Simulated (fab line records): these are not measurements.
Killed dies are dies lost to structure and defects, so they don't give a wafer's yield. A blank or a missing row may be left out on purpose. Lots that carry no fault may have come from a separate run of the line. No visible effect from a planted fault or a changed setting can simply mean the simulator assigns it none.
fab line records | flow berkeley-cmos170 | part 1 of 2: steps 1 to 33 of 46
record lots=5 | wafers=15 | last-day=12
route steps=331 shown PWELL@54 WELLDRIVE@55 ACTIVE@60 PFIELD@79 FIELD@89 SACOX@97
lots with no fault: from the same line, run without faults
start-h: start of the lot's first displayed wafer, in hours after the record's first day | wait-h: hours from the lot's prior step to this one | " identical to the entry in the row above | L1.1+2: several wafers, shown together as one row | - either no value or no given start | * or withheld: withheld | < > ~ a bound
route shown NAME@n: a module of which the file shows steps, and the number in the route of the first | usual: average and standard deviation across the fault-free wafers | same: alike in all rows | chamber/n: place in a boat | sites: per-site readings | _std_site: standard deviation of those values | _edge_site: outer sites' mean less inner sites' | radius-mm: how far each site lies from the wafer's centre | mask NAME#n: copy n | behind: tool/chamber where the wafer was last shaped | hold: the reason the lot was held/the length of the hold in hours/how it ended | device: the n, p or np transistor that did not switch | end of line: tests run on the same wafers once the route is complete | a step with no rows: only its recipe | killed: dies that structure and defects cost at the first sort, which is not the same as the wafer's yield | map: the dies of a wafer, with x for killed, . for not killed, _ for no die there
set.NAME: setting as actually run; set.NAME@STEP: the setting as run at that earlier step | model.NAME: the simulator's own value behind a step, which no gauge read
lots seen at some steps along the route; tables by step, rows by wafer
services: the hour from which a tool's chamber was out of use, counted from the record's first day as start-h (under 0 if before that day), plus the number of hours and why
## steps
# step UCB170_PWELL_WET_ETCH_20
# recipe chemistry=BOE | dilution=5:1 | target=SiO2 | temp-c=25 | time-s=22
# usual temp-c=24.98/0.1
lot.wafer | tool         | chamber | start-h | wait-h | temp-c
L074.1    | wet-bench-02 | 2       | 67.13   | 0.0    | 25.07
L074.3    | "            | 2       | "       | "      | 25.12
L074.4    | "            | 2       | "       | "      | 24.97
L075.3    | wet-bench-02 | 2       | 67.13   | 0.0    | 24.99
L075.4    | "            | 2       | "       | "      | 25.13
L075.6    | "            | 2       | "       | "      | 25.03
L078.1    | wet-bench-01 | 0       | 84.06   | 0.0    | 24.91
L078.2    | "            | 0       | "       | "      | 25.07
L078.6    | "            | 0       | "       | "      | 25.01
L079.1    | wet-bench-01 | 3       | 90.28   | 0.7    | 24.91
L079.5    | "            | 3       | "       | "      | 24.99
L079.6    | "            | 3       | "       | "      | 24.78
L096.1    | wet-bench-02 | 0       | 173.30  | 0.0    | 25.01
L096.3    | "            | 0       | "       | "      | 24.94
L096.5    | "            | 0       | "       | "      | 24.76
# step UCB170_WELLDRIVE_CLEAN_00
# recipe chemistry=SPM | temp-c=120 | time-s=600
# usual temp-c=119.99/0.13
lot.wafer | tool         | chamber | start-h | wait-h | temp-c
L074.1    | wet-bench-02 | 3       | 67.15   | 0.0    | 120.07
L074.3    | "            | 3       | "       | "      | 120.05
L074.4    | "            | 3       | "       | "      | 120.07
L075.3    | wet-bench-02 | 0       | 67.15   | 0.0    | 120.05
L075.4    | "            | 0       | "       | "      | 119.95
L075.6    | "            | 0       | "       | "      | 119.98
L078.1    | wet-bench-02 | 1       | 84.08   | 0.0    | 120.02
L078.2    | "            | 1       | "       | "      | 120.01
L078.6    | "            | 1       | "       | "      | 119.86
L079.1    | wet-bench-04 | 3       | 92.19   | 1.9    | 120.08
L079.5    | "            | 3       | "       | "      | 120.02
L079.6    | "            | 3       | "       | "      | 120.12
L096.1    | wet-bench-02 | 2       | 173.31  | 0.0    | 120.08
L096.3    | "            | 2       | "       | "      | 120.02
L096.5    | "            | 2       | "       | "      | 120.05
# step UCB170_WELLDRIVE_OXIDATION_01
# recipe temp-c=1100 | ambient=O2 | target-thk-a=1990 | ox-time-s=9000
lot.wafer  | tool       | chamber | start-h | wait-h
L074.1+3+4 | furnace-04 | 0       | 70.53   | 3.2
L075.3+4+6 | furnace-04 | 0       | 70.53   | 3.2
L078.1+2+6 | furnace-01 | 0       | 88.48   | 4.2
L079.1+5+6 | furnace-04 | 0       | 98.04   | 5.7
L096.1+3+5 | furnace-02 | 0       | 173.76  | 0.3
# step UCB170_WELLDRIVE_THK_MEAS_02
# recipe reads=SiO2_of_WELLDRIVE_OXIDATION_01
# usual WELLDRIVE_OXIDE_THK=201/3.8
lot.wafer | tool          | chamber | start-h | wait-h | WELLDRIVE_OXIDE_THK[nm]
L074.1    | film-metro-02 | -       | 74.03   | 0.0    | 198
L074.3    | "             | -       | "       | "      | 201
L074.4    | "             | -       | "       | "      | 198
L075.3    | film-metro-01 | -       | 74.05   | 0.0    | 201
L075.4    | "             | -       | "       | "      | 202
L075.6    | "             | -       | "       | "      | 201
L078.1    | film-metro-03 | -       | 91.98   | 0.0    | 197
L078.2    | "             | -       | "       | "      | 198
L078.6    | "             | -       | "       | "      | 197
L079.1    | film-metro-03 | -       | 101.54  | 0.0    | 201
L079.5    | "             | -       | "       | "      | 198
L079.6    | "             | -       | "       | "      | 196
L096.1    | film-metro-02 | -       | 177.32  | 0.1    | 204
L096.3    | "             | -       | "       | "      | 204
L096.5    | "             | -       | "       | "      | 205
# step UCB170_WELLDRIVE_ANNEAL_03
# recipe temp-c=1100 | time-s=900 | ambient=N2
lot.wafer  | tool       | chamber | start-h | wait-h
L074.1+3+4 | furnace-02 | 0       | 78.27   | 4.2
L075.3+4+6 | furnace-02 | 0       | 78.27   | 4.2
L078.1+2+6 | furnace-02 | 0       | 96.89   | 4.9
L079.1+5+6 | furnace-04 | 0       | 108.72  | 7.2
L096.1+3+5 | furnace-01 | 0       | 181.34  | 4.0
# step UCB170_WELLDRIVE_WET_ETCH_04
# recipe chemistry=BOE | dilution=5:1 | target=SiO2 | temp-c=25 | time-s=120
# usual temp-c=25.01/0.1
lot.wafer | tool         | chamber | start-h | wait-h | temp-c
L074.1    | wet-bench-04 | 2       | 81.35   | 1.8    | 25.11
L074.3    | "            | 2       | "       | "      | 24.87
L074.4    | "            | 2       | "       | "      | 25.04
L075.3    | wet-bench-04 | 3       | 81.35   | 1.8    | 25.09
L075.4    | "            | 3       | "       | "      | 24.95
L075.6    | "            | 3       | "       | "      | 24.97
L078.1    | wet-bench-01 | 2       | 98.14   | 0.0    | 25.15
L078.2    | "            | 2       | "       | "      | 25.13
L078.6    | "            | 2       | "       | "      | 25.20
L079.1    | wet-bench-02 | 3       | 109.97  | 0.0    | 25.06
L079.5    | "            | 3       | "       | "      | 24.98
L079.6    | "            | 3       | "       | "      | 24.98
L096.1    | wet-bench-04 | 3       | 184.02  | 1.4    | 25.03
L096.3    | "            | 3       | "       | "      | 24.94
L096.5    | "            | 3       | "       | "      | 25.15
# step UCB170_ACTIVE_CLEAN_00
# recipe chemistry=SPM | temp-c=120 | time-s=600
# usual temp-c=119.97/0.14
lot.wafer | tool         | chamber | start-h | wait-h | temp-c
L074.1    | wet-bench-04 | 3       | 81.80   | 0.4    | 120.07
L074.3    | "            | 3       | "       | "      | 119.94
L074.4    | "            | 3       | "       | "      | 120.08
L075.3    | wet-bench-04 | 2       | 81.80   | 0.4    | 120.01
L075.4    | "            | 2       | "       | "      | 119.88
L075.6    | "            | 2       | "       | "      | 120.06
L078.1    | wet-bench-01 | 3       | 98.18   | 0.0    | 120.11
L078.2    | "            | 3       | "       | "      | 120.03
L078.6    | "            | 3       | "       | "      | 119.99
L079.1    | wet-bench-04 | 0       | 110.01  | 0.0    | 120.01
L079.5    | "            | 0       | "       | "      | 119.79
L079.6    | "            | 0       | "       | "      | 119.86
L096.1    | wet-bench-04 | 0       | 184.12  | 0.1    | 120.19
L096.3    | "            | 0       | "       | "      | 119.96
L096.5    | "            | 0       | "       | "      | 119.97
# step UCB170_ACTIVE_CLEAN_01
# recipe chemistry=dHF | dilution=25:1 | time-s=60
lot.wafer  | tool         | chamber | start-h | wait-h
L074.1+3+4 | wet-bench-04 | 1       | 82.19   | 0.2
L075.3+4+6 | wet-bench-04 | 3       | 82.19   | 0.2
L078.1+2+6 | wet-bench-04 | 1       | 98.35   | 0.0
L079.1+5+6 | wet-bench-02 | 0       | 110.21  | 0.0
L096.1+3+5 | wet-bench-01 | 0       | 185.86  | 1.6
# step UCB170_ACTIVE_OXIDATION_02
# recipe temp-c=1000 | ambient=O2 | target-thk-a=264 | ox-time-s=1260
lot.wafer  | tool       | chamber | start-h | wait-h
L074.1+3+4 | furnace-02 | 0       | 85.77   | 3.6
L075.3+4+6 | furnace-02 | 0       | 85.77   | 3.6
L078.1+2+6 | furnace-02 | 0       | 99.80   | 1.4
L079.1+5+6 | furnace-04 | 0       | 118.41  | 8.2
L096.1+3+5 | furnace-02 | 0       | 187.02  | 1.1
# step UCB170_ACTIVE_THK_MEAS_03
# recipe reads=SiO2_of_ACTIVE_OXIDATION_02
# usual ACTIVE_OXIDE_THK=26.7/0.64
lot.wafer | tool          | chamber | start-h | wait-h | ACTIVE_OXIDE_THK[nm]
L074.1    | film-metro-02 | -       | 87.18   | 0.1    | 27.5
L074.3    | "             | -       | "       | "      | 27.3
L074.4    | "             | -       | "       | "      | 27.9
L075.3    | film-metro-04 | -       | 87.20   | 0.1    | 26.7
L075.4    | "             | -       | "       | "      | 26.6
L075.6    | "             | -       | "       | "      | 26.7
L078.1    | film-metro-04 | -       | 101.15  | 0.0    | 26.5
L078.2    | "             | -       | "       | "      | 26.4
L078.6    | "             | -       | "       | "      | 26.4
L079.1    | film-metro-04 | -       | 119.76  | 0.0    | 27.1
L079.5    | "             | -       | "       | "      | 26.7
L079.6    | "             | -       | "       | "      | 26.5
L096.1    | film-metro-04 | -       | 188.45  | 0.1    | 27.4
L096.3    | "             | -       | "       | "      | 27.1
L096.5    | "             | -       | "       | "      | 27.5
# step UCB170_ACTIVE_ANNEAL_04
# recipe temp-c=1000 | time-s=900 | ambient=N2
lot.wafer  | tool       | chamber | start-h | wait-h
L074.1+3+4 | furnace-01 | 0       | 91.98   | 4.8
L075.3+4+6 | furnace-01 | 0       | 91.98   | 4.8
L078.1+2+6 | furnace-02 | 0       | 108.09  | 6.9
L079.1+5+6 | furnace-04 | 0       | 124.11  | 4.3
L096.1+3+5 | furnace-02 | 0       | 191.22  | 2.8
# step UCB170_ACTIVE_CVD_05
# recipe material=Si3N4 | target-thk-nm=220 | temp-c=800 | precursor=SiH2Cl2/NH3 | time-s=3300 | pressure-mtorr=200 | sih2cl2-flow-sccm=25 | nh3-flow-sccm=75
# usual sih2cl2-flow-sccm=24.98/0.07
lot.wafer | tool     | chamber | start-h | wait-h | sih2cl2-flow-sccm
L074.1    | lpcvd-02 | 1       | 93.23   | 0.0    | 25.05
L074.3    | "        | 1       | "       | "      | 24.96
L074.4    | "        | 1       | "       | "      | 25.11
L075.3    | lpcvd-02 | 1       | 93.23   | 0.0    | 24.98
L075.4    | "        | 1       | "       | "      | 25.08
L075.6    | "        | 1       | "       | "      | 25.02
L078.1    | lpcvd-01 | 1       | 109.34  | 0.0    | 25.02
L078.2    | "        | 1       | "       | "      | 24.98
L078.6    | "        | 1       | "       | "      | 24.91
L079.1    | lpcvd-02 | 1       | 125.36  | 0.0    | 24.90
L079.5    | "        | 1       | "       | "      | 25.06
L079.6    | "        | 1       | "       | "      | 25.01
L096.1    | lpcvd-01 | 1       | 192.47  | 0.0    | 24.92
L096.3    | "        | 1       | "       | "      | 24.87
L096.5    | "        | 1       | "       | "      | 24.91
# step UCB170_ACTIVE_THK_MEAS_06
# recipe reads=Si3N4_of_ACTIVE_CVD_05
# usual ACTIVE_NITRIDE_THK=219.3/1.6
lot.wafer | tool          | chamber | start-h | wait-h | ACTIVE_NITRIDE_THK[nm]
L075.3    | film-metro-01 | -       | 95.17   | 0.0    | 221.2
L075.4    | "             | -       | "       | "      | 221.7
L075.6    | "             | -       | "       | "      | 222.4
L074.1    | film-metro-04 | -       | 95.18   | 0.0    | 217.5
L074.3    | "             | -       | "       | "      | 220.2
L074.4    | "             | -       | "       | "      | 220.0
L078.1    | film-metro-04 | -       | 112.21  | 0.0    | 220.1
L078.2    | "             | -       | "       | "      | 220.7
L078.6    | "             | -       | "       | "      | 219.7
L079.1    | film-metro-01 | -       | 127.27  | 0.0    | 220.4
L079.5    | "             | -       | "       | "      | 219.6
L079.6    | "             | -       | "       | "      | 218.2
L096.1    | film-metro-04 | -       | 194.45  | 0.1    | 218.5
L096.3    | "             | -       | "       | "      | 218.4
L096.5    | "             | -       | "       | "      | 219.7
# step UCB170_ACTIVE_HMDS_07
# recipe prime-time-s=60 | prime-temp-c=100
lot.wafer  | tool           | chamber | start-h | wait-h
L075.3+4+6 | litho-track-01 | 0       | 95.69   | 0.5
L074.1+3+4 | litho-track-04 | 0       | 95.77   | 0.6
L078.1+2+6 | litho-track-01 | 0       | 112.44  | 0.2
L079.1+5+6 | litho-track-04 | 0       | 127.33  | 0.1
L096.1+3+5 | litho-track-01 | 0       | 195.07  | 0.6
# step UCB170_ACTIVE_COAT_08
# recipe resist=KrF | spin-rpm=1500 | resist-thk-nm=894.2
lot.wafer  | tool           | chamber | start-h | wait-h
L075.3+4+6 | litho-track-01 | 0       | 95.84   | 0.1
L074.1+3+4 | litho-track-04 | 0       | 95.92   | 0.1
L078.1+2+6 | litho-track-01 | 0       | 112.59  | 0.1
L079.1+5+6 | litho-track-04 | 0       | 127.48  | 0.1
L096.1+3+5 | litho-track-01 | 0       | 195.22  | 0.1
# step UCB170_ACTIVE_SOFTBAKE_09
# recipe resist=KrF | temp-c=130 | time-s=60
lot.wafer  | tool           | chamber | start-h | wait-h
L075.3+4+6 | litho-track-01 | 0       | 95.99   | 0.1
L074.1+3+4 | litho-track-04 | 0       | 96.07   | 0.1
L078.1+2+6 | litho-track-01 | 0       | 112.74  | 0.1
L079.1+5+6 | litho-track-04 | 0       | 127.63  | 0.1
L096.1+3+5 | litho-track-01 | 0       | 195.37  | 0.1
# step UCB170_ACTIVE_EXPOSE_10
# recipe mask-id=ACTIVE | target-cd-nm=1200 | na=0.5 | sigma-outer=0.6 | source-shape=conventional | dose-mj=20
lot.wafer  | tool           | chamber | start-h | wait-h | mask
L075.3+4+6 | krf-scanner-02 | 0       | 96.17   | 0.1    | ACTIVE#0
L074.1+3+4 | krf-scanner-02 | 0       | 96.24   | 0.1    | ACTIVE#0
L078.1+2+6 | krf-scanner-01 | 0       | 113.06  | 0.3    | ACTIVE#0
L079.1+5+6 | krf-scanner-02 | 0       | 128.02  | 0.4    | ACTIVE#0
L096.1+3+5 | krf-scanner-02 | 0       | 195.79  | 0.4    | ACTIVE#0
# step UCB170_ACTIVE_PEB_11
# recipe peb-temp-c=130 | peb-time-s=withheld | resist=KrF
lot.wafer  | tool           | chamber | start-h | wait-h
L075.3+4+6 | litho-track-01 | 0       | 97.04   | 0.9
L074.1+3+4 | litho-track-04 | 0       | 97.22   | 1.0
L078.1+2+6 | litho-track-03 | 0       | 113.36  | 0.3
L079.1+5+6 | litho-track-03 | 0       | 128.17  | 0.1
L096.1+3+5 | litho-track-01 | 0       | 196.42  | 0.6
# step UCB170_ACTIVE_DEVELOP_12
# recipe developer=TMAH | develop-time-s=45 | resist=KrF | dev-temp-c=21
lot.wafer  | tool           | chamber | start-h | wait-h
L075.3+4+6 | litho-track-01 | 0       | -       | -
L074.1+3+4 | litho-track-04 | 0       | -       | -
L078.1+2+6 | litho-track-03 | 0       | -       | -
L079.1+5+6 | litho-track-03 | 0       | -       | -
L096.1+3+5 | litho-track-01 | 0       | -       | -
# step UCB170_ACTIVE_CD_MEAS_13
# recipe target-cd-nm=1200
# usual cd-nm=1199.9/1.5
lot.wafer | tool      | chamber | start-h | wait-h | cd-nm
L075.3    | cd-sem-01 | -       | 97.31   | -      | 1199.0
L075.4    | "         | -       | "       | "      | 1199.2
L075.6    | "         | -       | "       | "      | 1199.9
L074.1    | cd-sem-01 | -       | 97.49   | -      | 1199.6
L074.3    | "         | -       | "       | "      | 1197.7
L074.4    | "         | -       | "       | "      | 1199.8
L078.1    | cd-sem-01 | -       | 113.63  | -      | 1201.6
L078.2    | "         | -       | "       | "      | 1201.2
L078.6    | "         | -       | "       | "      | 1200.6
L079.1    | cd-sem-02 | -       | 128.45  | -      | 1198.0
L079.5    | "         | -       | "       | "      | 1197.6
L079.6    | "         | -       | "       | "      | 1198.2
L096.1    | cd-sem-02 | -       | 196.69  | -      | 1199.6
L096.3    | "         | -       | "       | "      | 1198.4
L096.5    | "         | -       | "       | "      | 1197.7
# step UCB170_ACTIVE_OVL_MEAS_14
# usual ACTIVE_OVL=2/4.4
lot.wafer | tool       | chamber | start-h | wait-h | ACTIVE_OVL[nm]
L075.3    | overlay-01 | -       | 97.40   | 0.1    | 4
L075.4    | "          | -       | "       | "      | 7
L075.6    | "          | -       | "       | "      | 1
L074.1    | overlay-02 | -       | 97.61   | 0.1    | 2
L074.3    | "          | -       | "       | "      | 0
L074.4    | "          | -       | "       | "      | 1
L078.1    | overlay-01 | -       | 113.75  | 0.1    | 7
L078.2    | "          | -       | "       | "      | 13
L078.6    | "          | -       | "       | "      | 8
L079.1    | overlay-01 | -       | 128.57  | 0.1    | -2
L079.5    | "          | -       | "       | "      | 2
L079.6    | "          | -       | "       | "      | -2
L096.1    | overlay-01 | -       | 196.81  | 0.1    | 7
L096.3    | "          | -       | "       | "      | 8
L096.5    | "          | -       | "       | "      | 3
# step UCB170_ACTIVE_ETCH_15
# recipe chemistry=CH3F/Ar/O2 | target=Si3N4 | stop-on=SiO2 | CH3F_flow_sccm=20 | Ar_flow_sccm=50 | O2_flow_sccm=7 | pressure-mtorr=50 | rf-w=450 | target-depth-a=2420 | over-etch-frac=0.1 | time-s=151
# usual drypump-motor-current-A=5.8/0.33 | oes-product-au=0.942/0.014 | throttle-valve-pct=8.05/0.15
lot.wafer | tool        | chamber | start-h | wait-h | drypump-motor-current-A | oes-product-au | rf-hours-counter-h | throttle-valve-pct
L075.3    | rie-diel-03 | 3       | 97.43   | 0.0    | 5.8                     | 0.967          | 23                 | 8.23
L075.4    | "           | 2       | "       | "      | 6.1                     | 0.940          | 95                 | 7.91
L075.6    | "           | 0       | "       | "      | 5.8                     | 0.938          | -                  | 7.96
L074.1    | rie-diel-04 | 0       | 97.65   | 0.0    | 6.1                     | 0.911          | 29                 | 8.14
L074.3    | "           | 3       | "       | "      | 5.5                     | 0.947          | 69                 | 8.19
L074.4    | "           | 2       | "       | "      | 6.3                     | 0.960          | 29                 | 7.89
L078.1    | rie-diel-04 | 3       | 113.79  | 0.0    | 5.5                     | 0.943          | 70                 | 8.17
L078.2    | "           | 2       | "       | "      | 6.3                     | 0.959          | 30                 | 7.91
L078.6    | "           | 2       | "       | "      | 6.3                     | 0.962          | -                  | 7.89
L079.1    | rie-diel-03 | 0       | 128.61  | 0.0    | 5.9                     | 0.939          | 115                | 7.94
L079.5    | "           | 1       | "       | "      | 5.8                     | 0.934          | -                  | 7.85
L079.6    | "           | 0       | "       | "      | 5.9                     | 0.930          | -                  | 7.95
L096.1    | rie-diel-04 | 0       | 196.85  | 0.0    | 6.1                     | 0.913          | 34                 | 8.13
L096.3    | "           | 1       | "       | "      | 5.5                     | 0.946          | 3                  | 8.30
L096.5    | "           | 0       | "       | "      | 6.1                     | 0.916          | -                  | 8.14
# step UCB170_ACTIVE_STRIP_16
# recipe chemistry=O2 | power-w=400 | pressure-mtorr=3500 | platen-temp-c=withheld | o2-flow-sccm=400 | overash-fraction=0.5
# usual drypump-motor-current-A=5.9/0.42 | oes-product-au=0.721/0.0043 | strip-time-to-endpoint-s=17.96/0.086
# same overash-fraction=0.5
lot.wafer | tool            | chamber | start-h | wait-h | drypump-motor-current-A | oes-product-au | rf-hours-counter-h | strip-time-to-endpoint-s
L075.3    | plasma-asher-02 | 0       | 97.56   | 0.1    | 5.4                     | 0.721          | -                  | 17.88
L075.4    | "               | 1       | "       | "      | 5.8                     | 0.711          | -                  | 17.86
L075.6    | "               | 0       | "       | "      | 5.4                     | 0.728          | -                  | 17.94
L074.1    | plasma-asher-03 | 1       | 97.75   | 0.1    | 5.7                     | 0.720          | 32                 | 17.93
L074.3    | "               | 1       | "       | "      | 5.7                     | 0.722          | -                  | 17.87
L074.4    | "               | 0       | "       | "      | 6.5                     | 0.722          | -                  | 18.01
L078.1    | plasma-asher-03 | 1       | 113.89  | 0.1    | 5.7                     | 0.722          | 34                 | 17.82
L078.2    | "               | 0       | "       | "      | 6.4                     | 0.718          | 34                 | 17.86
L078.6    | "               | 0       | "       | "      | 6.5                     | 0.721          | -                  | 17.89
L079.1    | plasma-asher-02 | 0       | 128.71  | 0.1    | 5.4                     | 0.714          | 40                 | 17.95
L079.5    | "               | 0       | "       | "      | 5.4                     | 0.720          | -                  | 17.83
L079.6    | "               | 1       | "       | "      | 5.7                     | 0.723          | -                  | 17.97
L096.1    | plasma-asher-04 | 1       | 196.95  | 0.1    | 5.6                     | 0.722          | 8                  | 18.11
L096.3    | "               | 0       | "       | "      | 6.5                     | 0.713          | -                  | 18.07
L096.5    | "               | 1       | "       | "      | 5.6                     | 0.718          | -                  | 18.16
# step UCB170_ACTIVE_CD_MEAS_90
# recipe target-cd-nm=1200
# usual cd-nm=1199.8/1.5
lot.wafer | tool      | chamber | start-h | wait-h | cd-nm
L075.3    | cd-sem-02 | -       | 97.70   | 0.1    | 1199.3
L075.4    | "         | -       | "       | "      | 1199.4
L075.6    | "         | -       | "       | "      | 1199.5
L074.1    | cd-sem-01 | -       | 97.89   | 0.1    | 1199.7
L074.3    | "         | -       | "       | "      | 1198.2
L074.4    | "         | -       | "       | "      | 1199.7
L078.1    | cd-sem-02 | -       | 113.99  | 0.1    | 1201.8
L078.2    | "         | -       | "       | "      | 1201.0
L078.6    | "         | -       | "       | "      | 1200.6
L079.1    | cd-sem-02 | -       | 128.81  | 0.1    | 1197.8
L079.5    | "         | -       | "       | "      | 1197.8
L079.6    | "         | -       | "       | "      | 1197.9
L096.1    | cd-sem-01 | -       | 197.05  | 0.1    | 1199.6
L096.3    | "         | -       | "       | "      | 1198.0
L096.5    | "         | -       | "       | "      | 1197.8
# step UCB170_ACTIVE_CLEAN_17
# recipe chemistry=SPM | temp-c=120 | time-s=600
# usual temp-c=120.00/0.14
lot.wafer | tool         | chamber | start-h | wait-h | temp-c
L075.3    | wet-bench-01 | 0       | 97.78   | 0.1    | 119.87
L075.4    | "            | 0       | "       | "      | 119.68
L075.6    | "            | 0       | "       | "      | 119.85
L074.1    | wet-bench-04 | 3       | 98.01   | 0.1    | 120.18
L074.3    | "            | 3       | "       | "      | 120.16
L074.4    | "            | 3       | "       | "      | 120.07
L078.1    | wet-bench-01 | 2       | 114.11  | 0.1    | 120.11
L078.2    | "            | 2       | "       | "      | 120.02
L078.6    | "            | 2       | "       | "      | 120.20
L079.1    | wet-bench-02 | 0       | 128.93  | 0.1    | 120.26
L079.5    | "            | 0       | "       | "      | 120.20
L079.6    | "            | 0       | "       | "      | 119.91
L096.1    | wet-bench-02 | 3       | 197.17  | 0.1    | 119.92
L096.3    | "            | 3       | "       | "      | 120.09
L096.5    | "            | 3       | "       | "      | 119.93
# step UCB170_PFIELD_HMDS_00
# recipe prime-time-s=60 | prime-temp-c=100
lot.wafer  | tool           | chamber | start-h | wait-h
L075.3+4+6 | litho-track-02 | 0       | 98.59   | 0.6
L074.1+3+4 | litho-track-03 | 0       | 98.81   | 0.6
L078.1+2+6 | litho-track-02 | 0       | 114.55  | 0.3
L079.1+5+6 | litho-track-04 | 0       | 129.36  | 0.3
L096.1+3+5 | litho-track-03 | 0       | 197.80  | 0.2
# step UCB170_PFIELD_COAT_01
# recipe resist=KrF | spin-rpm=1500 | resist-thk-nm=900
lot.wafer  | tool           | chamber | start-h | wait-h
L075.3+4+6 | litho-track-02 | 0       | 98.74   | 0.1
L074.1+3+4 | litho-track-03 | 0       | 98.96   | 0.1
L078.1+2+6 | litho-track-02 | 0       | 114.70  | 0.1
L079.1+5+6 | litho-track-04 | 0       | 129.51  | 0.1
L096.1+3+5 | litho-track-03 | 0       | 197.95  | 0.1
# step UCB170_PFIELD_SOFTBAKE_02
# recipe resist=KrF | temp-c=130 | time-s=60
lot.wafer  | tool           | chamber | start-h | wait-h
L075.3+4+6 | litho-track-02 | 0       | 98.89   | 0.1
L074.1+3+4 | litho-track-03 | 0       | 99.11   | 0.1
L078.1+2+6 | litho-track-02 | 0       | 114.85  | 0.1
L079.1+5+6 | litho-track-04 | 0       | 129.66  | 0.1
L096.1+3+5 | litho-track-03 | 0       | 198.10  | 0.1
# step UCB170_PFIELD_EXPOSE_03
# recipe mask-id=PFIELD | na=0.5 | sigma-outer=0.6 | source-shape=conventional | target-cd-nm=1500 | dose-mj=30
lot.wafer  | tool           | chamber | start-h | wait-h | mask
L075.3+4+6 | krf-scanner-02 | 0       | 99.03   | 0.1    | PFIELD#0
L074.1+3+4 | krf-scanner-01 | 0       | 99.39   | 0.2    | PFIELD#0
L078.1+2+6 | krf-scanner-02 | 0       | 115.12  | 0.2    | PFIELD#0
L079.1+5+6 | krf-scanner-01 | 0       | 129.81  | 0.1    | PFIELD#0
L096.1+3+5 | krf-scanner-01 | 0       | 198.38  | 0.3    | PFIELD#0
# step UCB170_PFIELD_PEB_04
# recipe peb-temp-c=130 | peb-time-s=withheld | resist=KrF
lot.wafer  | tool           | chamber | start-h | wait-h
L075.3+4+6 | litho-track-04 | 0       | 99.64   | 0.6
L074.1+3+4 | litho-track-02 | 0       | 99.89   | 0.5
L078.1+2+6 | litho-track-03 | 0       | 115.24  | 0.1
L079.1+5+6 | litho-track-03 | 0       | 129.92  | 0.1
L096.1+3+5 | litho-track-02 | 0       | 198.50  | 0.1
# step UCB170_PFIELD_DEVELOP_05
# recipe developer=TMAH | develop-time-s=45 | resist=KrF | dev-temp-c=21
lot.wafer  | tool           | chamber | start-h | wait-h
L075.3+4+6 | litho-track-04 | 0       | -       | -
L074.1+3+4 | litho-track-02 | 0       | -       | -
L078.1+2+6 | litho-track-03 | 0       | -       | -
L079.1+5+6 | litho-track-03 | 0       | -       | -
L096.1+3+5 | litho-track-02 | 0       | -       | -
# step UCB170_PFIELD_OVL_MEAS_06
# usual PFIELD_OVL=-2/5.8
lot.wafer | tool       | chamber | start-h | wait-h | PFIELD_OVL[nm]
L075.3    | overlay-02 | -       | 99.88   | -      | 2
L075.4    | "          | -       | "       | "      | 0
L075.6    | "          | -       | "       | "      | -8
L074.1    | overlay-01 | -       | 100.16  | -      | -10
L074.3    | "          | -       | "       | "      | 2
L074.4    | "          | -       | "       | "      | -6
L078.1    | overlay-01 | -       | 115.52  | -      | -14
L078.2    | "          | -       | "       | "      | 0
L078.6    | "          | -       | "       | "      | -5
L079.1    | overlay-02 | -       | 130.20  | -      | 3
L079.5    | "          | -       | "       | "      | 3
L079.6    | "          | -       | "       | "      | 5
L096.1    | overlay-02 | -       | 198.77  | -      | -3
L096.3    | "          | -       | "       | "      | -12
L096.5    | "          | -       | "       | "      | -10
# step UCB170_PFIELD_IMPLANT_07
# recipe species=B | dose-cm2=2e+13 | energy-kev=78.62 | tilt-deg=7
lot.wafer  | tool         | chamber | start-h | wait-h
L075.3+4+6 | implanter-03 | 0       | 99.96   | 0.1
L074.1+3+4 | implanter-01 | 0       | 100.20  | 0.0
L078.1+2+6 | implanter-03 | 0       | 115.55  | 0.0
L079.1+5+6 | implanter-02 | 0       | 130.24  | 0.0
L096.1+3+5 | implanter-01 | 0       | 198.81  | 0.0
